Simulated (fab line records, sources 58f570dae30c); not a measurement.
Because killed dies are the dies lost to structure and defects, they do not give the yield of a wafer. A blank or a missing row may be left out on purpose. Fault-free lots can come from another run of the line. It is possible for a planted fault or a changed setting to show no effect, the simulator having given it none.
Lot-split experiment -- flow berkeley_cmos170 -- 23 wafers read from 5 lots, route of 331 steps

## THE SPLIT
At UCB170_M2_SPUTTER_01 (material Al, target thk 900 nm, time 120 s), the setting power_w was moved away from the recipe's 6000 W on 8 of the 23 wafers read, by -4.6% to -3.6%. All remaining wafers had this setting at the recipe value.

## THE PATH FROM SPLIT TO READING: the file shows 1 step between them
- UCB170_M2_RS_MEAS_02: measures by four-point-probe

## THE READING
M2_AL_THK, in nm, at UCB170_M2_THK_MEAS_03 (measures by xrf). On this fab line, fault-free wafers typically give 902 nm with a standard deviation of 11 nm.

wafer,"tool, chamber at the split","power_w as run, W",against the recipe,"M2_AL_THK, nm",against lot-mates on the recipe
L074.3,"pvd_sputter-02, -",6000,recipe,898,-
L074.4,"pvd_sputter-02, -",6000,recipe,895,-
L074.5,"pvd_sputter-02, -",6000,recipe,902,-
L075.2,"pvd_sputter-02, -",5722,-4.6%,850,-37
L075.3,"pvd_sputter-02, -",6000,recipe,888,-
L075.4,"pvd_sputter-02, -",6000,recipe,892,-
L075.5,"pvd_sputter-02, -",6000,recipe,881,-
L075.6,"pvd_sputter-02, -",5722,-4.6%,848,-39
L076.1,"pvd_sputter-02, -",5786,-3.6%,876,-28
L076.3,"pvd_sputter-02, -",6000,recipe,898,-
L076.4,"pvd_sputter-02, -",6000,recipe,909,-
L076.5,"pvd_sputter-02, -",5786,-3.6%,869,-34
L076.6,"pvd_sputter-02, -",5786,-3.6%,870,-34
L083.1,"pvd_sputter-02, -",6000,recipe,918,-
L083.2,"pvd_sputter-02, -",5728,-4.5%,864,-46
L083.3,"pvd_sputter-02, -",5728,-4.5%,866,-44
L083.5,"pvd_sputter-02, -",6000,recipe,903,-
L083.6,"pvd_sputter-02, -",5728,-4.5%,845,-66
L081.1,"pvd_sputter-04, -",6000,recipe,901,-
L081.2,"pvd_sputter-04, -",6000,recipe,888,-
L081.4,"pvd_sputter-04, -",6000,recipe,889,-
L081.5,"pvd_sputter-04, -",6000,recipe,894,-
L081.6,"pvd_sputter-04, -",6000,recipe,902,-

FIT RESULTS
A straight line over all 23 wafers: M2_AL_THK changes by +8.81 nm for each +1% of power_w; r = +0.90; the points scatter about the line by 9.1 nm.
The same after taking each lot's own level away (the mean of its wafers on the recipe; 23 wafers): +9.85 nm for each +1%; r = +0.95; scatter 7.1 nm.
The reading moves by 46 nm for the largest change in power_w, on that fit.
Across the lots, their own levels run from 887.0 to 910.5 nm, a range of 2.1 times the standard deviation given above.
So the slope is not independent of the lot-to-lot level: the two fits are not the same.
Check: with one of the wafers moved furthest among these (-4.6%) left out of the fit, the line predicts -47 nm for it against its lot-mates. It came out at -37 nm against them.

## FURTHER SPLITS ON THESE WAFERS
These wafers also went through other splits before the reading. Each is held against what the fit with the lots' levels taken away leaves over:
other split on the same wafers,wafers away from the commonest value,r with M2_AL_THK (lot level and that fit taken away)
UCB170_M1_SPUTTER_00 time_s,9,+0.17
UCB170_M1_METAL_ETCH_12 over_etch_frac,5,+0.34
UCB170_V1_ETCH_14 time_s,9,+0.26

## THE WHOLE CHAIN: every reading that the file lists as answering this split, in the file's order
step,what it does,reading,change (the file's fit),r (the file's)
UCB170_M2_SPUTTER_01,"material Al, target thk 900 nm, time 120 s","Al_of_M2_SPUTTER_01.thk_nm (the simulator's own value, which no gauge read)",+9.51 nm for each +1% of the setting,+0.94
UCB170_M2_RS_MEAS_02,measures by four-point-probe,M2_AL_RS,-0.000368 for each +1% of the setting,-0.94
UCB170_M2_THK_MEAS_03,measures by xrf,M2_AL_THK,+9.51 for each +1% of the setting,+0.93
UCB170_M2_METAL_ETCH_18,"etches Al in Cl2/BCl3, stops on SiO2, target depth 1170 nm, time 195 s","M2.feature_depth_nm (the simulator's own value, which no gauge read)",+9.72 nm for each +1% of the setting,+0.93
UCB170_M2_METAL_ETCH_18,"etches Al in Cl2/BCl3, stops on SiO2, target depth 1170 nm, time 195 s","etch.depth_nm (the simulator's own value, which no gauge read)",+9.43 nm for each +1% of the setting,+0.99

## THE FILE'S OWN FIT
M2_AL_THK changes by +9.51 nm for each +1% of power_w, r = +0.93.
